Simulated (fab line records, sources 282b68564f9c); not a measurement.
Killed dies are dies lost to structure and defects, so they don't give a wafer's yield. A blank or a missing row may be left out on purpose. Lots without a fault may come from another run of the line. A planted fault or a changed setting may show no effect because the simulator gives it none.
Tool commonality check | flow rit_cmos | 16 lots, 48 wafers sampled

WHY IT WAS OPENED
At RIT_PRETRO_OVL_MEAS_06 the reading PRETRO_OVL is flagged on 4 of 16 lots. Wafers without a fault read 0.3 nm, standard deviation 1.3.
Rule: a lot is flagged when every wafer of it that has a number lies more than 4 standard deviations from that mean, or none has a number. The other lots count as sound.

lot  | measured    | on         | PRETRO_OVL (nm), wafer by wafer | flag
L841 | day 2 08:13 | overlay-01 | -1.5 -3.1 -0.1                  |
L843 | day 2 17:32 | overlay-01 | 2.1 1.7 0.9                     |
L844 | day 3 00:16 | overlay-01 | -0.8 1.7 1.4                    |
L845 | day 3 03:43 | overlay-02 | 0.3 0.2 -0.4                    |
L846 | day 3 08:31 | overlay-01 | -0.6 0.3 0.2                    |
L847 | day 3 20:47 | overlay-01 | 0.8 0.0 0.6                     |
L848 | day 3 22:02 | overlay-02 | 3.7 -0.5 1.9                    |
L849 | day 4 02:23 | overlay-01 | -1.5 0.2 0.7                    |
L852 | day 4 16:14 | overlay-01 | 1.9 -0.8 -0.7                   |
L854 | day 5 02:29 | overlay-02 | 238.2 241.3 240.4               | FLAGGED
L855 | day 5 06:09 | overlay-01 | 1.8 2.8 0.0                     |
L856 | day 5 09:42 | overlay-02 | 241.5 242.2 242.4               | FLAGGED
L857 | day 5 14:22 | overlay-02 | 240.0 239.3 240.6               | FLAGGED
L858 | day 5 20:45 | overlay-01 | 238.8 238.8 241.7               | FLAGGED
L860 | day 6 06:51 | overlay-02 | 0.9 1.8 0.7                     |
L862 | day 6 16:26 | overlay-01 | 0.8 1.3 -0.5                    |
The numbers of the flagged lots are 240.4 nm on average: +240.1 nm against the usual, or +99 or more standard deviations.

WHICH TOOL RAN EACH LOT
The record holds 2 process steps before the reading, out of a route of 202 steps. In each cell: the tool, then ch and the chambers that the sampled wafers went through, then the start.
lot  | flag    | RIT_ACTIVE_STRIP_14                 | RIT_PRETRO_EXPOSE_03
L841 |         | plasma_asher-03 ch 0,1, day 1 15:16 | iline_stepper-01 ch 0, day 2 07:48
L843 |         | plasma_asher-01 ch 0,1, day 2 01:40 | iline_stepper-01 ch 0, day 2 17:07
L844 |         | plasma_asher-03 ch 0,1, day 2 06:36 | iline_stepper-02 ch 0, day 2 23:50
L845 |         | plasma_asher-02 ch 0,1, day 2 11:41 | iline_stepper-02 ch 0, day 3 03:07
L846 |         | plasma_asher-02 ch 0,1, day 2 16:53 | iline_stepper-02 ch 0, day 3 08:07
L847 |         | plasma_asher-01 ch 0,1, day 3 04:34 | iline_stepper-01 ch 0, day 3 20:19
L848 |         | plasma_asher-03 ch 0,1, day 3 04:35 | iline_stepper-01 ch 0, day 3 21:37
L849 |         | plasma_asher-03 ch 0,1, day 3 08:43 | iline_stepper-01 ch 0, day 4 01:57
L852 |         | plasma_asher-01 ch 0,1, day 3 23:03 | iline_stepper-01 ch 0, day 4 15:49
L854 | FLAGGED | plasma_asher-03 ch 0,1, day 4 07:54 | iline_stepper-02 ch 0, day 5 02:05
L855 |         | plasma_asher-03 ch 0,1, day 4 13:57 | iline_stepper-01 ch 0, day 5 05:40
L856 | FLAGGED | plasma_asher-03 ch 1, day 4 18:02   | iline_stepper-02 ch 0, day 5 09:13
L857 | FLAGGED | plasma_asher-03 ch 0,1, day 4 22:58 | iline_stepper-02 ch 0, day 5 13:56
L858 | FLAGGED | plasma_asher-02 ch 0,1, day 5 03:51 | iline_stepper-02 ch 0, day 5 20:16
L860 |         | plasma_asher-02 ch 0,1, day 5 13:51 | iline_stepper-01 ch 0, day 6 06:25
L862 |         | plasma_asher-02 ch 0,1, day 6 00:37 | iline_stepper-01 ch 0, day 6 16:03
What these steps do:
- RIT_ACTIVE_STRIP_14: strips in O2, time 180 s.
- RIT_PRETRO_EXPOSE_03: exposes mask M5, target cd 43700 nm.
- RIT_PRETRO_OVL_MEAS_06

FLAGGED OVER TOTAL, TOOL BY TOOL (the gauges that took the reading come last)
step                   | tool             | lots run | flagged | share of the flagged lots | sound lots run after its first flagged lot
RIT_ACTIVE_STRIP_14    | plasma_asher-01  | 3        | 0       | none                      | -
RIT_ACTIVE_STRIP_14    | plasma_asher-02  | 5        | 1       | some                      | 2 (L860,L862)
RIT_ACTIVE_STRIP_14    | plasma_asher-03  | 8        | 3       | some                      | 1 (L855)
RIT_PRETRO_EXPOSE_03   | iline_stepper-01 | 9        | 0       | none                      | -
RIT_PRETRO_EXPOSE_03   | iline_stepper-02 | 7        | 4       | all                       | 0
RIT_PRETRO_OVL_MEAS_06 | overlay-01       | 10       | 1       | some                      | 1 (L862)
RIT_PRETRO_OVL_MEAS_06 | overlay-02       | 6        | 3       | some                      | 1 (L860)

WHAT THE TABLE ALLOWS
1 row of the table ran every flagged lot: iline_stepper-02 at RIT_PRETRO_EXPOSE_03.
- iline_stepper-02 at RIT_PRETRO_EXPOSE_03: 4 of its 7 lots flagged. Its last sound lot is L846 (day 3 08:07), its first flagged lot L854 (day 5 02:05): a fault that began between those two fits.
One tool is left: iline_stepper-02 at RIT_PRETRO_EXPOSE_03.

WHAT THE SIMULATOR HAD PUT IN
Scanner matching overlay: iline_stepper-02, from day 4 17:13 on, at RIT_PRETRO_EXPOSE_03. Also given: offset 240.
Lots struck among those shown: L854, L856, L857, L858. The rule above found the same.
